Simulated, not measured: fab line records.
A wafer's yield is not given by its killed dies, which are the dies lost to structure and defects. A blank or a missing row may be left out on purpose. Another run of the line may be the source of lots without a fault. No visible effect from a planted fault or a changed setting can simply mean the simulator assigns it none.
Check for tools in common / flow rit-cmos / Sampled: 15 lots, 45 wafers

== REASON IT WAS OPENED ==
Of 15 lots, 3 have the reading PLDD_TW flagged at RIT_PLDD_TW_MEAS_10. Fault-free wafers read 2346, with a standard deviation of 8.6.
Rule: a lot is flagged when every wafer of it that has a number lies more than 4 standard deviations from that mean, or none has a number. The rest of the lots are taken to be sound.

lot=L541; measured=day 3 07:59; on=film-metro-01; PLDD_TW, wafer by wafer=2352 2343 2365; flag=
lot=L544; measured=day 4 00:43; on=film-metro-02; PLDD_TW, wafer by wafer=2347 2348 2345; flag=
lot=L548; measured=day 4 16:27; on=film-metro-02; PLDD_TW, wafer by wafer=2355 2348 2342; flag=
lot=L549; measured=day 4 20:38; on=film-metro-01; PLDD_TW, wafer by wafer=2346 2333 2343; flag=
lot=L550; measured=day 5 00:29; on=film-metro-02; PLDD_TW, wafer by wafer=2361 2341 2343; flag=
lot=L552; measured=day 5 09:11; on=film-metro-01; PLDD_TW, wafer by wafer=2868 2858 2866; flag=FLAGGED
lot=L553; measured=day 5 15:43; on=film-metro-03; PLDD_TW, wafer by wafer=2878 2856 2852; flag=FLAGGED
lot=L554; measured=day 5 22:09; on=film-metro-02; PLDD_TW, wafer by wafer=2874 2864 2866; flag=FLAGGED
lot=L556; measured=day 6 04:07; on=film-metro-03; PLDD_TW, wafer by wafer=2337 2351 2341; flag=
lot=L557; measured=day 6 10:29; on=film-metro-02; PLDD_TW, wafer by wafer=2343 2345 2328; flag=
lot=L558; measured=day 6 18:01; on=film-metro-03; PLDD_TW, wafer by wafer=2353 2336 2340; flag=
lot=L559; measured=day 6 23:04; on=film-metro-02; PLDD_TW, wafer by wafer=2352 2331 2348; flag=
lot=L560; measured=day 7 04:58; on=film-metro-01; PLDD_TW, wafer by wafer=2366 2349 2352; flag=
lot=L561; measured=day 7 07:07; on=film-metro-01; PLDD_TW, wafer by wafer=2360 2337 2357; flag=
lot=L562; measured=day 7 10:58; on=film-metro-01; PLDD_TW, wafer by wafer=2342 2343 2333; flag=
The numbers of the flagged lots are 2865 on average: +519 against the usual, or +60 standard deviations.

== EACH LOT AND THE TOOL IT RAN ON ==
The record holds 2 process steps before the reading, out of a route of 202 steps. Read each cell as the tool, then ch plus the chambers that the sampled wafers visited, then the start.
lot=L541; flag=; RIT_NWELL_STRIP_09=plasma-asher-02 ch 0,1, day 2 03:14; RIT_NLDD_COAT_01=litho-track-03 ch 0, day 3 05:21
lot=L544; flag=; RIT_NWELL_STRIP_09=plasma-asher-02 ch 0,1, day 2 21:14; RIT_NLDD_COAT_01=litho-track-04 ch 0, day 3 21:51
lot=L548; flag=; RIT_NWELL_STRIP_09=plasma-asher-02 ch 0,1, day 3 15:55; RIT_NLDD_COAT_01=litho-track-04 ch 0, day 4 13:49
lot=L549; flag=; RIT_NWELL_STRIP_09=plasma-asher-02 ch 0, day 3 19:45; RIT_NLDD_COAT_01=litho-track-03 ch 0, day 4 17:34
lot=L550; flag=; RIT_NWELL_STRIP_09=plasma-asher-02 ch 0,1, day 4 01:12; RIT_NLDD_COAT_01=litho-track-03 ch 0, day 4 21:28
lot=L552; flag=FLAGGED; RIT_NWELL_STRIP_09=plasma-asher-01 ch 0,1, day 4 09:57; RIT_NLDD_COAT_01=litho-track-01, day 5 06:26
lot=L553; flag=FLAGGED; RIT_NWELL_STRIP_09=plasma-asher-02 ch 0,1, day 4 14:54; RIT_NLDD_COAT_01=litho-track-04, day 5 12:47
lot=L554; flag=FLAGGED; RIT_NWELL_STRIP_09=plasma-asher-01 ch 1, day 4 20:56; RIT_NLDD_COAT_01=litho-track-04, day 5 19:17
lot=L556; flag=; RIT_NWELL_STRIP_09=plasma-asher-01 ch 0,1, day 5 05:07; RIT_NLDD_COAT_01=litho-track-03 ch 0, day 6 01:09
lot=L557; flag=; RIT_NWELL_STRIP_09=plasma-asher-01 ch 0,1, day 5 11:19; RIT_NLDD_COAT_01=litho-track-03 ch 0, day 6 07:44
lot=L558; flag=; RIT_NWELL_STRIP_09=plasma-asher-04 ch 0,1, day 5 17:35; RIT_NLDD_COAT_01=litho-track-04 ch 0, day 6 15:08
lot=L559; flag=; RIT_NWELL_STRIP_09=plasma-asher-04 ch 0,1, day 5 22:50; RIT_NLDD_COAT_01=litho-track-01 ch 0, day 6 20:26
lot=L560; flag=; RIT_NWELL_STRIP_09=plasma-asher-04 ch 0,1, day 6 03:46; RIT_NLDD_COAT_01=litho-track-04 ch 0, day 7 01:43
lot=L561; flag=; RIT_NWELL_STRIP_09=plasma-asher-04 ch 0,1, day 6 06:46; RIT_NLDD_COAT_01=litho-track-03 ch 0, day 7 04:22
lot=L562; flag=; RIT_NWELL_STRIP_09=plasma-asher-01 ch 0,1, day 6 12:41; RIT_NLDD_COAT_01=litho-track-04 ch 0, day 7 08:20
What these steps do:
- RIT_NWELL_STRIP_09: strips in O2, time 180 s.
- RIT_NLDD_COAT_01: resist thk 1000 nm.
- RIT_PLDD_TW_MEAS_10

== FLAGGED AGAINST TOTAL, ONE TOOL AT A TIME (gauges that did the reading follow at the end) ==
step=RIT_NWELL_STRIP_09; tool=plasma-asher-01; lots run=5; flagged=2; share of the flagged lots=some; sound lots run after its first flagged lot=3 (L556,L557,L562)
step=RIT_NWELL_STRIP_09; tool=plasma-asher-02; lots run=6; flagged=1; share of the flagged lots=some; sound lots run after its first flagged lot=0
step=RIT_NWELL_STRIP_09; tool=plasma-asher-04; lots run=4; flagged=0; share of the flagged lots=none; sound lots run after its first flagged lot=-
step=RIT_NLDD_COAT_01; tool=litho-track-01; lots run=2; flagged=1; share of the flagged lots=some; sound lots run after its first flagged lot=1 (L559)
step=RIT_NLDD_COAT_01; tool=litho-track-03; lots run=6; flagged=0; share of the flagged lots=none; sound lots run after its first flagged lot=-
step=RIT_NLDD_COAT_01; tool=litho-track-04; lots run=7; flagged=2; share of the flagged lots=some; sound lots run after its first flagged lot=3 (L558,L560,L562)
step=RIT_PLDD_TW_MEAS_10; tool=film-metro-01; lots run=6; flagged=1; share of the flagged lots=some; sound lots run after its first flagged lot=3 (L560,L561,L562)
step=RIT_PLDD_TW_MEAS_10; tool=film-metro-02; lots run=6; flagged=1; share of the flagged lots=some; sound lots run after its first flagged lot=2 (L557,L559)
step=RIT_PLDD_TW_MEAS_10; tool=film-metro-03; lots run=3; flagged=1; share of the flagged lots=some; sound lots run after its first flagged lot=2 (L556,L558)

== WHAT IS ALLOWED BY THE TABLE ==
No row of the table ran every flagged lot.

== WHAT THE SIMULATOR PUT IN ==
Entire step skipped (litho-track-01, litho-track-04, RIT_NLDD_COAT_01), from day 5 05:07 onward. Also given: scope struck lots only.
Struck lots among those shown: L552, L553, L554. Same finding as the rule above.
